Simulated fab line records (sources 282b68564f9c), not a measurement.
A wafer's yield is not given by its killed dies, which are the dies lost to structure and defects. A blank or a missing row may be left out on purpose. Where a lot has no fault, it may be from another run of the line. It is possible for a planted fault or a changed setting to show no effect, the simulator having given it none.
A struck lot beside a sound one | flow rit-cmos | 28 steps out of a route of 202
Sound: these wafers, L164.1, L164.5, L164.6. Struck: wafers L157.4, L157.5, L157.6. The cause is given at the end.
At each step with rows: each side's tool, then ch and its chambers, then its first start. Under that, the readings that differ: sound wafers | struck wafers | difference of the means | sigmas: that difference in standard deviations of wafers without a fault.
alike: same words and numbers on both sides, and readings whose means sit less than 2 such deviations apart. not compared: any withheld reading, any reading some wafer has no value for, any bound like >300 that may hide the same value, and any number with overlapping values for which the record gives no deviation.
Wherever a step has rows on one side only, a row that says differs or no value, or a row with sigmas, the two part there. Numbers that don't overlap but have no deviation are shown without sigmas and don't part them. A reading that every wafer of one side lacks parts them only if that side has two wafers or more.

RIT_ACTIVE_BOW_MEAS_00:
  sound on film-metro-04, day 5 19:00; struck on film-metro-02, day 4 08:04
  alike: INCOMING_BOW
RIT_ACTIVE_OXIDATION_01: target thk 46.8 nm, ox time 3360 s.
  sound on furnace-03 ch 0, day 5 19:43; struck on furnace-01 ch 0, day 4 09:08
  reading                                       | sound                | struck               | difference | sigmas
  spike-tc-centre-C (C)                         | 1003.9 1003.4 1002.9 | 991.8 989.8 989.9    | -12.9      | -11
  spike-tc-load-C (C)                           | 1027 1027 1027       | 1008 1008 1009       | -19        | -5
  spike-tc-source-C (C)                         | 1024 1022 1022       | 1016 1016 1016       | -7         | -2
  tube-center-temp-C (C)                        | 1000 999.96 1000.1   | 987.96 987.94 988.18 | -11.99     | -99 or more
  tube_center_temp_C_max                        | 1002.4 1002.4 1002.7 | 990.4 990.8 990.2    | -12.0      | -32
  model.SiO2_of_ACTIVE_OXIDATION_01.thk-nm (nm) | 46.56 46.75 46.91    | 41.78 42.18 42.39    | -4.62      |
  alike: zone-power-source-pct
RIT_ACTIVE_THK_MEAS_02:
  sound on film-metro-02, day 5 21:38; struck on film-metro-03, day 4 11:05
  reading               | sound          | struck         | difference | sigmas
  ACTIVE_OXIDE_THK (nm) | 46.6 46.7 46.8 | 41.7 42.2 42.4 | -4.6       | -6
then, 1 step without rows for these wafers: RIT_ACTIVE_CVD_03 (deposits Si3N4 from SiH2Cl2/NH3, target thk 150 nm, time 1500 s).
RIT_ACTIVE_THK_MEAS_04:
  sound on film-metro-03, day 5 23:07; struck on film-metro-02, day 4 12:34
  alike: ACTIVE_NITRIDE_THK
then, 6 steps without rows for these wafers: RIT_ACTIVE_HMDS_05 (prime time 60 s); RIT_ACTIVE_COAT_06 (resist thk 1000 nm); RIT_ACTIVE_SOFTBAKE_07 (time 60 s); RIT_ACTIVE_EXPOSE_08 (exposes mask M1, target cd 1400 nm); RIT_ACTIVE_PEB_09; RIT_ACTIVE_DEVELOP_10 (develop time 50 s).
RIT_ACTIVE_CD_MEAS_11 targets a cd of 1400 nm.
  sound on cd-sem-01, day 6 00:09; struck on cd-sem-01, day 4 13:31
  alike: cd-nm
then, 1 step without rows for these wafers: RIT_ACTIVE_HARDBAKE_12 (time 60 s).
RIT_ACTIVE_ETCH_13: etches Si3N4 in SF6, stops on SiO2, time 210 s, target depth 210 nm.
  sound on rie-diel-01 ch 1,2,3, day 6 00:26; struck on rie-diel-01 ch 1,2,3, day 4 13:47
  alike: SF6_flow_sccm, chamber-pressure-mTorr, drypump-motor-current-A, oes-product-au, throttle-valve-pct
  not compared: rf-hours-counter-h
RIT_ACTIVE_STRIP_14: strips in O2, time 180 s.
  sound on plasma-asher-02 ch 0,1, day 6 00:34; struck on plasma-asher-03 ch 0,1, day 4 13:55
  alike: chamber-pressure-mTorr, drypump-motor-current-A, rf-refl-power-W
  not compared: rf-hours-counter-h
RIT_ACTIVE_CD_MEAS_90 targets a cd of 1400 nm.
  sound on cd-sem-02, day 6 00:44; struck on cd-sem-02, day 4 14:05
  alike: cd-nm
then, 4 steps without rows for these wafers: RIT_ACTIVE_CLEAN_15 (cleans in SC1, time 600 s); RIT_ACTIVE_CLEAN_16 (cleans in dHF, time 30 s); RIT_ACTIVE_CLEAN_17 (cleans in SC2, time 600 s); RIT_FOX1_OXIDATION_00 (target thk 350.7 nm, ox time 1130 s).
RIT_FOX1_THK_MEAS_01:
  sound on film-metro-01, day 6 02:32; struck on film-metro-04, day 4 16:24
  reading             | sound       | struck      | difference | sigmas
  FOX1_OXIDE_THK (nm) | 356 349 355 | 339 337 339 | -15        | -2
then, 2 steps without rows for these wafers: RIT_FOX1_WET_ETCH_02 (etches SiO2 in BOE, target depth 350 nm, time 390 s); RIT_FOX2_OXIDATION_00 (target thk 350.7 nm, ox time 1130 s).
RIT_FOX2_THK_MEAS_01:
  sound on film-metro-04, day 6 04:02; struck on film-metro-04, day 4 18:18
  alike: FOX2_OXIDE_THK
then, 1 step without rows for these wafers: RIT_FOX2_CLEAN_02 (cleans in dHF, time 180 s).
RIT_FOX2_WET_ETCH_03: etches Si3N4 in H3PO4, target depth 195 nm, time 2700 s.
  sound on wet-bench-02 ch 3, day 6 04:10; struck on wet-bench-04 ch 2, day 4 18:23
  reading                                       | sound             | struck            | difference | sigmas
  model.SiO2_of_ACTIVE_OXIDATION_01.thk-nm (nm) | 40.23 41.14 41.16 | 36.57 36.17 37.01 | -4.26      |
RIT_FOX2_THK_MEAS_90:
  sound on film-metro-01, day 6 04:59; struck on film-metro-01, day 4 19:11
  alike: FIELD_OXIDE_LEFT_1_THK
RIT_M1_PROBE_99:
  sound on prober-01, day 7 20:10; struck on prober-02, day 6 12:26
  reading                             | sound             | struck            | difference | sigmas
  model.etest.nldd.width-nm (nm)      | 3202 3199 3171    | 3261 3243 3247    | +60        |
  model.etest.pldd.width-nm (nm)      | 3184 3208 3186    | 3260 3234 3230    | +49        |
  model.etest.nplus-sal.width-nm (nm) | 3457 3470 3437    | 3512 3501 3480    | +43        |
  model.etest.pplus-sal.width-nm (nm) | 3463 3470 3453    | 3490 3508 3501    | +38        |
  model.etest.nmos-narrow.drive-ua-um | 233.2 234.8 229.2 | 254.8 255.5 246.9 | +20.0      |
  alike: killed-at-contacts, killed-at-front-end, killed-dies, killed-open, killed-short

== WHERE THEY PART ==
Last at RIT_FOX1_THK_MEAS_01 as far as this record goes, first at RIT_ACTIVE_OXIDATION_01. Later steps at which nothing parts them and some readings are alike: RIT_FOX2_THK_MEAS_01, RIT_FOX2_THK_MEAS_90, RIT_M1_PROBE_99.

WHY: what had been put in by the simulator
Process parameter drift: furnace-01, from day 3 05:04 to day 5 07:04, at RIT_ACTIVE_OXIDATION_01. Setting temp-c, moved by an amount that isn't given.
